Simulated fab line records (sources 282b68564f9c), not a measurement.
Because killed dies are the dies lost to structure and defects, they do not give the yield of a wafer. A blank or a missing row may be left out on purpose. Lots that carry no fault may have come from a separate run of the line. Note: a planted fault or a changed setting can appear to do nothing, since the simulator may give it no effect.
Shared-tool check	flow rit-cmos	42 wafers sampled across 14 lots

REASON IT WAS OPENED
2 of 14 lots carry a flag on the reading FOX2_OXIDE_THK at RIT_FOX2_THK_MEAS_01. Wafers without a fault read 350 nm, standard deviation 6.2.
Rule: a lot is flagged when every wafer of it that has a number lies more than 4 standard deviations from that mean, or none has a number. The other lots count as sound.

lot	measured	on	FOX2_OXIDE_THK (nm), wafer by wafer	flag
L214	day 1 21:20	film-metro-01	348 356 352	
L215	day 2 02:36	film-metro-01	352 353 357	
L216	day 2 05:25	film-metro-04	352 350 351	
L217	day 2 10:56	film-metro-01	346 346 345	
L221	day 3 08:00	film-metro-03	346 351 355	
L222	day 3 19:17	film-metro-01	346 345 344	
L223	day 3 22:07	film-metro-03	342 355 350	
L224	day 4 02:41	film-metro-03	351 345 349	
L227	day 4 16:22	film-metro-01	343 341 340	
L228	day 4 17:32	film-metro-03	357 350 361	
L232	day 5 15:40	film-metro-01	358 353 352	
L235	day 6 05:22	film-metro-03	346 343 347	
L236	day 6 10:51	film-metro-04	266 263 263	FLAGGED
L237	day 6 14:06	film-metro-01	268 271 267	FLAGGED
The numbers of the flagged lots are 266 nm on average: -84 nm against the usual, or -13 standard deviations.

WHICH TOOL RAN EACH LOT
Before the reading, the record contains 2 process steps out of a 202-step route. Every cell lists first the tool, next ch and the chambers used by the sampled wafers, and last the start.
lot	flag	RIT_ACTIVE_STRIP_14	RIT_FOX2_OXIDATION_00
L214		plasma-asher-03 ch 0,1, day 1 15:04	furnace-03 ch 0, day 1 19:59
L215		plasma-asher-01 ch 0,1, day 1 21:53	furnace-04 ch 0, day 2 01:16
L216		plasma-asher-02 ch 0,1, day 2 01:25	furnace-04 ch 0, day 2 04:05
L217		plasma-asher-02 ch 0,1, day 2 06:47	furnace-04 ch 0, day 2 09:36
L221		plasma-asher-01 ch 1, day 3 01:58	furnace-03 ch 0, day 3 06:40
L222		plasma-asher-02 ch 1, day 3 08:52	furnace-03 ch 0, day 3 17:58
L223		plasma-asher-01 ch 0,1, day 3 12:46	furnace-03 ch 0, day 3 20:47
L224		plasma-asher-01 ch 0,1, day 3 23:02	furnace-01 ch 0, day 4 01:22
L227		plasma-asher-02 ch 0,1, day 4 09:29	furnace-04 ch 0, day 4 15:03
L228		plasma-asher-02 ch 0,1, day 4 13:01	furnace-03 ch 0, day 4 16:13
L232		plasma-asher-01 ch 0,1, day 5 10:21	furnace-04 ch 0, day 5 14:20
L235		plasma-asher-03 ch 0,1, day 6 00:02	furnace-01 ch 0, day 6 04:03
L236	FLAGGED	plasma-asher-03 ch 0,1, day 6 05:46	furnace-03 ch 0, day 6 09:32
L237	FLAGGED	plasma-asher-02 ch 0,1, day 6 09:50	furnace-03 ch 0, day 6 12:47
These steps, and what they do:
- RIT_ACTIVE_STRIP_14: strips in O2, time 180 s.
- RIT_FOX2_OXIDATION_00: target thk 350.7 nm, ox time 1130 s.
- RIT_FOX2_THK_MEAS_01

FLAGGED AGAINST TOTAL, ONE TOOL AT A TIME (gauges that did the reading follow at the end)
step	tool	lots run	flagged	share of the flagged lots	sound lots run after its first flagged lot
RIT_ACTIVE_STRIP_14	plasma-asher-01	5	0	none	-
RIT_ACTIVE_STRIP_14	plasma-asher-02	6	1	some	0
RIT_ACTIVE_STRIP_14	plasma-asher-03	3	1	some	0
RIT_FOX2_OXIDATION_00	furnace-01	2	0	none	-
RIT_FOX2_OXIDATION_00	furnace-03	7	2	all	0
RIT_FOX2_OXIDATION_00	furnace-04	5	0	none	-
RIT_FOX2_THK_MEAS_01	film-metro-01	7	1	some	0
RIT_FOX2_THK_MEAS_01	film-metro-03	5	0	none	-
RIT_FOX2_THK_MEAS_01	film-metro-04	2	1	some	0

WHAT IS ALLOWED BY THE TABLE
Rows of the table that ran each flagged lot: 1, that is furnace-03 at RIT_FOX2_OXIDATION_00.
- furnace-03 at RIT_FOX2_OXIDATION_00 ran 7 lots, 2 of them flagged. Its last sound lot is L228 (day 4 16:13), its first flagged lot L236 (day 6 09:32): a fault that began between those two fits.
What remains is a single tool, furnace-03 at RIT_FOX2_OXIDATION_00.

WHAT THE SIMULATOR PUT IN
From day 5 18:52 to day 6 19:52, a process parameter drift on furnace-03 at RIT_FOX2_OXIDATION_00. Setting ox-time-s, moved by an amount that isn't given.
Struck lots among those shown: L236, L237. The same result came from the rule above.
